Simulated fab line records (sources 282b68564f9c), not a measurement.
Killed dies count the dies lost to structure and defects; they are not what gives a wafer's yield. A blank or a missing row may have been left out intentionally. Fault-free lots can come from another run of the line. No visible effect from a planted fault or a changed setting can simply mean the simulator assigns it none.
Comparing a struck lot with a sound one / flow rit_cmos / 15 out of 202 route steps
Sound: the wafers L300.2, L300.3, L300.5. The struck wafers were L307.1, L307.2, L307.6. The cause is named last.
Each step with rows lists, per side, the tool, then ch with its chambers, then its first start. Under that, the readings that differ: sound wafers / struck wafers / difference of the means / sigmas: that difference in standard deviations of wafers without a fault.
alike: a reading whose means differ by less than 2 such deviations, as well as words and numbers matching on both sides. not compared: withheld readings; readings where some wafer has no value; bounds like >300 that might hide an equal value; numbers whose values overlap and for which the record gives no deviation.
A row with sigmas, a row that says differs or no value, or rows on one side alone: a step with any of these is where the two part. Non-overlapping numbers with no deviation appear without sigmas and do not part them. A reading that every wafer of one side lacks parts them only if that side has two wafers or more.

RIT_PLDD_TW_MEAS_10:
  sound: film_metro-01 at day 3 20:11; struck: film_metro-03 at day 5 16:30
  alike: PLDD_TW
then, 4 steps without rows for these wafers: RIT_SPACER_CLEAN_00 (cleans in SC1, time 600 s); RIT_SPACER_CLEAN_01 (cleans in dHF, time 30 s); RIT_SPACER_CLEAN_02 (cleans in SC2, time 600 s); RIT_SPACER_CVD_03 (deposits Si3N4 from SiH2Cl2/NH3, target thk 250 nm, time 3300 s).
RIT_SPACER_THK_MEAS_04:
  sound: film_metro-01 at day 3 22:33; struck: film_metro-02 at day 5 18:50
  alike: SPACER_NITRIDE_THK
RIT_SPACER_ETCHBACK_05: etches Si3N4 in SF6/CHF3, stops on SiO2, target depth 250 nm, time 240 s.
  sound on rie_diel-03 ch 1,3, day 3 22:36; struck on rie_diel-03 ch 0,1, day 5 18:54
  alike: drypump_motor_current_A, oes_product_au, throttle_valve_pct
  not compared: rf_hours_counter_h
then, 5 steps without rows for these wafers: RIT_NSD_HMDS_00 (prime time 60 s); RIT_NSD_COAT_01 (resist thk 1000 nm); RIT_NSD_SOFTBAKE_02 (time 60 s); RIT_NSD_EXPOSE_03 (exposes mask M9, target cd 40700 nm); RIT_NSD_PEB_04.
RIT_NSD_DEVELOP_05: develop time 50 s.
  sound on litho_track-04 ch 0, day 3 23:00; struck on litho_track-04 ch 0, day 5 19:00
reading=developer_temp_C (C); sound=23.00 23.07 23.11; struck=22.14 22.04 22.17; difference=-0.94; sigmas=-10
  alike: chill_plate_temp_C
RIT_NSD_OVL_MEAS_06:
  sound: overlay-01 at day 3 23:36; struck: overlay-01 at day 5 19:54
  alike: NSD_OVL
RIT_M1_PROBE_99:
  sound: prober-02 at day 4 10:52; struck: prober-01 at day 6 05:56
  alike: killed_at_front_end, killed_dies, killed_open, killed_short

## WHERE THEY PART
Within this record, at RIT_NSD_DEVELOP_05 only. Later steps at which nothing parts them and some readings are alike: RIT_NSD_OVL_MEAS_06, RIT_M1_PROBE_99.

WHY: whatever the simulator had introduced
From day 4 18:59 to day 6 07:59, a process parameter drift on litho_track-04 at RIT_NSD_DEVELOP_05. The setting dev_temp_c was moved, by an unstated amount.
